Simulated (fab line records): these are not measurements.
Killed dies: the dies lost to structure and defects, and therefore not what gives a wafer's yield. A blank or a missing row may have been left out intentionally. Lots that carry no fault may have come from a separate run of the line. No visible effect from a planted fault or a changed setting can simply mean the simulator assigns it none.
Split-lot experiment -- flow berkeley cmos170 -- 5 lots, 23 wafers read, on a route of 331 steps

== THE SPLIT ITSELF ==
At UCB170_ZERO_COAT_01 (resist thk 900 nm), the setting resist thk nm was moved away from the recipe's 900 nm on 4 of the 23 wafers read, by -5.3% to -3.9%. For the rest of the wafers, this setting stayed at what the recipe calls for.

The reading is taken at the split's own step.

== THE READING ==
KrF_of_ZERO_COAT_01.thk nm (the simulator's own value, which no gauge read), in nm, at UCB170_ZERO_COAT_01 (resist thk 900 nm). There is no usual value for it anywhere in the file. The 19 wafers here that ran the recipe average 900.2 nm, standard deviation 3.9 nm.

wafer,"tool, chamber at the split","resist thk nm as run, nm",against the recipe,"KrF_of_ZERO_COAT_01.thk nm, nm",against lot-mates on the recipe
L076.1,"litho track-03, 0",900,recipe,906.6,-
L076.2,"litho track-03, 0",900,recipe,902.4,-
L076.3,"litho track-03, 0",900,recipe,905.1,-
L076.4,"litho track-03, 0",900,recipe,903.7,-
L076.6,"litho track-03, 0",900,recipe,904.7,-
L077.1,"litho track-02, 0",900,recipe,898.7,-
L077.2,"litho track-02, 0",900,recipe,895.6,-
L077.3,"litho track-02, 0",900,recipe,900,-
L077.4,"litho track-02, 0",900,recipe,899.9,-
L077.6,"litho track-02, 0",900,recipe,899.5,-
L081.4,"litho track-02, 0",900,recipe,896.8,-
L081.5,"litho track-02, 0",900,recipe,896.4,-
L081.6,"litho track-02, 0",900,recipe,898.2,-
L084.1,"litho track-01, 0",900,recipe,894.6,-
L084.2,"litho track-01, 0",864.7,-3.9%,856.8,-38.0
L084.3,"litho track-01, 0",900,recipe,893.9,-
L084.5,"litho track-01, 0",900,recipe,896,-
L084.6,"litho track-01, 0",864.7,-3.9%,857.5,-37.3
L085.1,"litho track-03, 0",900,recipe,903.7,-
L085.2,"litho track-03, 0",852,-5.3%,856,-47.9
L085.4,"litho track-03, 0",852,-5.3%,855,-48.9
L085.5,"litho track-03, 0",900,recipe,904.8,-
L085.6,"litho track-03, 0",900,recipe,903.1,-

FIT RESULTS
A straight line over all 23 wafers: KrF_of_ZERO_COAT_01.thk nm changes by +9.25 nm for each +1% of resist thk nm; r = +0.97; the points scatter about the line by 4.5 nm.
The same after taking each lot's own level away (the mean of its wafers on the recipe; 23 wafers): +9.25 nm for each +1%; r = +1.00; scatter 1.3 nm.
The reading moves by 49 nm for the largest change in resist thk nm, on that fit.
The span of the lots' own levels, 894.83 to 904.50 nm, comes to 2.5 times the standard deviation stated above.
Hence the lot-to-lot level has little effect on the slope; both slopes agree.
Check: with one of the wafers moved furthest among these (-5.3%) left out of the fit, the line predicts -50.1 nm for it against its lot-mates. It came out at -47.9 nm against them.

== THE WHOLE CHAIN: every reading that the file lists as answering this split, in the file's order ==
step,what it does,reading,change (the file's fit),r (the file's)
UCB170_ZERO_COAT_01,resist thk 900 nm,"KrF_of_ZERO_COAT_01.thk nm (the simulator's own value, which no gauge read)",+9.26 nm for each +1% of the setting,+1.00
UCB170_ZERO_STRIP_07,strips in O2,strip time to endpoint s,withheld for each +1% of the setting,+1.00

== THE FILE'S OWN FIT ==
KrF_of_ZERO_COAT_01.thk nm changes by +9.26 nm for each +1% of resist thk nm, r = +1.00.
